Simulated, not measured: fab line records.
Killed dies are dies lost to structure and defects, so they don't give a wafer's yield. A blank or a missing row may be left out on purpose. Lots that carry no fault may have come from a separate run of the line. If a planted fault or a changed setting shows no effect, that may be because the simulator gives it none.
Matching of chambers / flow ritCmos / 4 sister chambers for RIT_GATE_ETCH_19 on rieSi-02
The step etches poly-Si in SF6/CHF3/O2, stops on SiO2, time 165 s, target depth 312.5 nm. 4 wafers are shown with their chamber, then 7 later ones without.

== EACH WAFER AND ITS CHAMBER ==
wafer=L958.1; chamber=1; throttleValvePct (%)=10.25
wafer=L958.4; chamber=3; throttleValvePct (%)=10.37
wafer=L959.2; chamber=2; throttleValvePct (%)=10.27
wafer=L959.4; chamber=0; throttleValvePct (%)=10.18

== WAFERS WHOSE CHAMBER IS MISSING ==
wafer=L959.6; throttleValvePct (%)=10.27
wafer=L960.3; throttleValvePct (%)=10.38
wafer=L960.4; throttleValvePct (%)=10.27
wafer=L960.6; throttleValvePct (%)=10.15
wafer=L968.6; throttleValvePct (%)=10.28
wafer=L970.1; throttleValvePct (%)=10.27
wafer=L970.4; throttleValvePct (%)=10.27

== THE CHAMBER EACH PASSED THROUGH ==
wafer=L959.6; from the rows above=can't be placed: 2 or 1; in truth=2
wafer=L960.3; from the rows above=3; in truth=3
wafer=L960.4; from the rows above=can't be placed: 2 or 1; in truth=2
wafer=L960.6; from the rows above=0; in truth=0
wafer=L968.6; from the rows above=can't be placed: 2 or 1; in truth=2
wafer=L970.1; from the rows above=can't be placed: 2 or 1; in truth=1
wafer=L970.4; from the rows above=can't be placed: 2 or 1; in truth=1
Correctly placed: 2 of 7. Can't be placed from these rows: 5 (the true chamber is among the candidates in 5). Number placed wrongly: 0.
How it was worked out, from the rows above alone: a wafer's distance from a chamber is the root of the sum, over the readings, of the square of ((its reading less the chamber's mean) divided by the reading's scatter). If the next closest chamber is less than 2 further off than the closest, the wafer can't be placed; otherwise it belongs to the closest. A chamber's mean is the mean of its shown wafers. The scatter: root of mean squared gap, hidden wafer to nearest shown wafer, with one shown wafer a chamber.
